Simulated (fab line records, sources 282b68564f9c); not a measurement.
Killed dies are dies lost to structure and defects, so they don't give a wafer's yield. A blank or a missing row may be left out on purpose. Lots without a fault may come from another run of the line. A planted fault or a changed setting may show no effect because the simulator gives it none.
A struck lot beside a sound one | flow rit_cmos | 28 steps out of a route of 202
Sound: wafers L546.2, L546.4, L546.5. Struck: wafers L562.3, L562.4, L562.5. The cause comes at the end.
At each step with rows: each side's tool, then ch and its chambers, then its first start. Under that, the readings that differ: sound wafers | struck wafers | difference of the means | sigmas: that difference in standard deviations of wafers without a fault.
alike: readings whose means differ by less than 2 such deviations, and words and numbers that are the same on both sides. not compared: withheld readings, readings that some wafer has no value for, bounds like >300 that may hide the same value, and numbers for which the record gives no deviation and whose values overlap.
The two part at a step that has a row with sigmas, a row that says differs or no value, or rows on one side only. Numbers that don't overlap but have no deviation are shown without sigmas and don't part them. A reading that every wafer of one side lacks parts them only if that side has two wafers or more.

RIT_SDANNEAL_RTA_03: time 5 s.
  sound on rtp_anneal-02 ch 0, day 3 17:10; struck on rtp_anneal-02 ch 0, day 7 06:17
  alike: wafer_temp_C_max
RIT_SDANNEAL_RS_MEAS_04: measures by four-point-probe.
  sound on film_metro-02, day 3 17:14; struck on film_metro-03, day 7 06:22
  reading         | sound             | struck            | difference | sigmas
  PSD_RS (ohm/sq) | 116.3 116.4 116.1 | 115.5 115.4 115.5 | -0.8       | -3
RIT_SDANNEAL_RS_MEAS_05: measures by four-point-probe.
  sound on film_metro-02, day 3 17:21; struck on film_metro-03, day 7 06:29
  alike: NSD_RS
RIT_SDANNEAL_RS_MEAS_06: measures by four-point-probe.
  sound on film_metro-02, day 3 17:28; struck on film_metro-03, day 7 06:36
  alike: PLDD_RS
RIT_SDANNEAL_RS_MEAS_07: measures by four-point-probe.
  sound on film_metro-02, day 3 17:35; struck on film_metro-03, day 7 06:43
  alike: NLDD_RS
then, 1 step without rows for these wafers: RIT_SILICIDE_WET_ETCH_00 (etches SiO2 in BOE, target depth 14 nm, time 15 s).
RIT_SILICIDE_SPUTTER_01: material Ti, target thk 30 nm, time 240 s.
  sound on pvd_sputter-02, day 3 17:43; struck on pvd_sputter-02, day 7 06:49
  alike: substrate_temp_c, throttle_valve_pct
RIT_SILICIDE_RS_MEAS_02: measures by four-point-probe.
  sound on film_metro-01, day 3 17:53; struck on film_metro-01, day 7 07:01
  alike: SILICIDE_TI_RS
RIT_SILICIDE_THK_MEAS_03: measures by xrf.
  sound on film_metro-01, day 3 17:59; struck on film_metro-01, day 7 07:07
  alike: SILICIDE_TI_THK
RIT_SILICIDE_RTA_04: time 10 s, ramp up 5 s, ramp down 5 s.
  sound on rtp_anneal-01 ch 0, day 3 18:03; struck on rtp_anneal-01 ch 0, day 7 07:10
  alike: wafer_temp_C_max
then, 1 step without rows for these wafers: RIT_SILICIDE_WET_ETCH_05 (etches Ti in SPM, time 120 s).
RIT_SILICIDE_RTA_06: time 10 s, ramp up 5 s, ramp down 10 s.
  sound on rtp_anneal-02 ch 0, day 3 18:10; struck on rtp_anneal-02 ch 0, day 7 07:17
  alike: wafer_temp_C_max
RIT_CONTACT_CVD_00: deposits SiO2 from TEOS, target thk 400 nm, time 61 s.
  sound on pecvd-02 ch 0,1,2, day 3 18:13; struck on pecvd-04 ch 0,1,2, day 7 07:19
  reading                                  | sound           | struck            | difference | sigmas
  run_length_s (s)                         | 90.3 89.4 90.1  | 99.7 99.3 98.9    | +9.4       | +15
  model.SiO2_of_CONTACT_CVD_00.thk_nm (nm) | 398.6 408.9 402 | 470.8 473.3 475.1 | +69.9      |
  alike: heater_power_w
RIT_CONTACT_THK_MEAS_01:
  sound on film_metro-04, day 3 18:16; struck on film_metro-04, day 7 07:23
  reading               | sound       | struck      | difference | sigmas
  CONTACT_TEOS_THK (nm) | 399 409 402 | 471 473 475 | +70        | +15
then, 6 steps without rows for these wafers: RIT_CONTACT_HMDS_02 (prime time 60 s); RIT_CONTACT_COAT_03 (resist thk 1000 nm); RIT_CONTACT_SOFTBAKE_04 (time 60 s); RIT_CONTACT_EXPOSE_05 (exposes mask M11, target cd 1000 nm); RIT_CONTACT_PEB_06; RIT_CONTACT_DEVELOP_07 (develop time 123.9 s).
RIT_CONTACT_CD_MEAS_08: target cd 1000 nm.
  sound on cd_sem-01, day 3 19:26; struck on cd_sem-01, day 7 08:26
  reading    | sound               | struck            | difference | sigmas
  cd_nm (nm) | 999.6 1001.2 1000.8 | 995.9 996.3 996.6 | -4.3       | -2
RIT_CONTACT_OVL_MEAS_09:
  sound on overlay-01, day 3 19:32; struck on overlay-01, day 7 08:32
  alike: CONTACT_OVL
then, 1 step without rows for these wafers: RIT_CONTACT_HARDBAKE_10 (time 60 s).
RIT_CONTACT_ETCH_11: etches SiO2 in CHF3/CF4/Ar, stops on TiSi2, target depth 480 nm, time 320 s.
  sound on rie_diel-01 ch 0,1,3, day 3 19:43; struck on rie_diel-02 ch 0,1,2, day 7 08:46
  reading                             | sound           | struck            | difference | sigmas
  model.etch.depth_nm (nm)            | 398.6 408.9 402 | 470.8 473.3 475.1 | +69.9      |
  model.CONTACT.feature_depth_nm (nm) | 398.6 408.9 402 | 470.8 473.3 475.1 | +69.9      |
  alike: drypump_motor_current_A, oes_product_au, throttle_valve_pct
  not compared: rf_hours_counter_h
RIT_CONTACT_STRIP_12: strips in O2, time 180 s.
  sound on plasma_asher-04 ch 1, day 3 19:55; struck on plasma_asher-04 ch 0,1, day 7 09:01
  alike: drypump_motor_current_A
  not compared: rf_hours_counter_h
RIT_CONTACT_CD_MEAS_90: target cd 1000 nm.
  sound on cd_sem-02, day 3 20:07; struck on cd_sem-02, day 7 09:10
  alike: cd_nm
RIT_CONTACT_CLEAN_13: cleans in SC1, time 600 s.
  sound on wet_bench-03 ch 1, day 3 20:13; struck on wet_bench-03 ch 0, day 7 09:15
  reading                                  | sound             | struck          | difference | sigmas
  model.SiO2_of_CONTACT_CVD_00.thk_nm (nm) | 394.5 404.8 397.9 | 466.7 469.1 471 | +69.9      |
  alike: bath_heat_duty_pct
then, 1 step without rows for these wafers: RIT_CONTACT_CLEAN_14 (cleans in SC2, time 600 s).

WHERE THEY PART
First at RIT_SDANNEAL_RS_MEAS_04; last, within this record, at RIT_CONTACT_CD_MEAS_08. Later steps at which nothing parts them and some readings are alike: RIT_CONTACT_OVL_MEAS_09, RIT_CONTACT_ETCH_11, RIT_CONTACT_STRIP_12, RIT_CONTACT_CD_MEAS_90, RIT_CONTACT_CLEAN_13.

WHY: what the simulator had put in
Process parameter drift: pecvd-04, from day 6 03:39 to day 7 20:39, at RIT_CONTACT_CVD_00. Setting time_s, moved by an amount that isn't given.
